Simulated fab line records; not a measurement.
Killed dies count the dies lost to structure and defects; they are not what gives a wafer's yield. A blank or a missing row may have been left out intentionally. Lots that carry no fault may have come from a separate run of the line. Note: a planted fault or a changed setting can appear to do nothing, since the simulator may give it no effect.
One fault seen from 2 desks :: flow rit cmos :: each desk has only its own numbers; what lay behind them comes last

## FROM THE METROLOGY DESK
What the gauges read, lot by lot, whatever tool the lot ran on: means of the sampled wafers that have a number. Marked OUT: a lot whose mean sits more than 4 standard deviations from the usual mean, which makes it out of limits; the brackets give that distance. Only the readings that lie furthest out on some lot appear, 7 of the 10 it has.
Columns: A = PLDD_OVL at RIT_PLDD_OVL_MEAS_06, usual -0.4 nm; B = PLDD_TW at RIT_PLDD_TW_MEAS_10, usual 2350; C = NSD_OVL at RIT_NSD_OVL_MEAS_06, usual 0.2 nm; D = NSD_TW at RIT_NSD_TW_MEAS_10, usual 3127; E = PSD_OVL at RIT_PSD_OVL_MEAS_06, usual -0.2 nm; F = PSD_TW at RIT_PSD_TW_MEAS_10, usual 3443; G = PLDD_RS at RIT_SDANNEAL_RS_MEAS_06, usual 178.8 ohm/sq
lot: L202
first seen here: day 2 21:41
A: 1.4
B: 2342
C: 0.3
D: 3154
E: 2.3
F: 3413
G: 179.8

lot: L204
first seen here: day 3 09:19
A: -1.7
B: 2372
C: 1.6
D: 3094
E: -0.8
F: 3498
G: 179.2

lot: L212
first seen here: day 5 01:26
A: -0.9
B: 2372
C: -1.5
D: 3128
E: -0.8
F: 3424
G: 178.2

lot: L214
first seen here: day 5 10:41
A: 0.1
B: 2362
C: 0.7
D: 3162
E: 0.6
F: 3482
G: 178.9

lot: L215
first seen here: day 5 16:17
A: -0.1
B: 2359
C: -0.6
D: 3135
E: -0.6
F: 3429
G: 179.0

lot: L219
first seen here: day 6 09:20
A: 0.2
B: 2340
C: -1.0
D: 3108
E: -0.3
F: 3442
G: 178.9
Finding of this desk: none of the 6 lots has anything out of limits.

## DESK OF THE TOOL OWNER: rie diel-02
The tool's own readings at RIT_SPACER_ETCHBACK_05 (etches Si3N4 in SF6/CHF3, stops on SiO2, target depth 250 nm, time 240 s): means of the sampled wafers that have a number, for each lot that ran on this tool. Marked OUT: a lot whose mean sits more than 4 standard deviations from the usual mean, which makes it out of limits; the brackets give that distance.
Columns: A = drypump motor current A at RIT_SPACER_ETCHBACK_05, usual 5.5 A; B = oes product au at RIT_SPACER_ETCHBACK_05, usual 0.840 a.u.; C = run length s at RIT_SPACER_ETCHBACK_05, usual 268.4 s; D = throttle valve pct at RIT_SPACER_ETCHBACK_05, usual 10.26 %
lot: L204
first seen here: day 3 12:13
A: 5.7
B: 0.842
C: 268.7
D: 10.21

lot: L212
first seen here: day 5 05:25
A: 5.4
B: 0.799
C: 291.0 (+47) OUT
D: 10.27

lot: L214
first seen here: day 5 13:35
A: 5.3
B: 0.790
C: 291.5 (+48) OUT
D: 10.17
This desk finds L212, L214 out of limits, L212 being first, at day 5 05:25 (run length s at RIT_SPACER_ETCHBACK_05). L204 stayed within limits.

## BROUGHT TOGETHER
On L212, L214, at day 5 05:25, an alarm was possible from the tool owner's desk.
The metrology desk saw nothing out of limits.
The metrology desk has L212, L214 on record, within its limits.
On rie diel-02, each named lot ran RIT_SPACER_ETCHBACK_05.

## WHAT THE SIMULATOR HAD PUT IN
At RIT_SPACER_ETCHBACK_05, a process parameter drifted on rie diel-02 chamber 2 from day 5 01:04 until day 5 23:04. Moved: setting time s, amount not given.
Struck lots among those shown: L212, L214.
Time in hours from fault onset to the first out-of-limits reading at each desk: the tool owner's desk, 4.
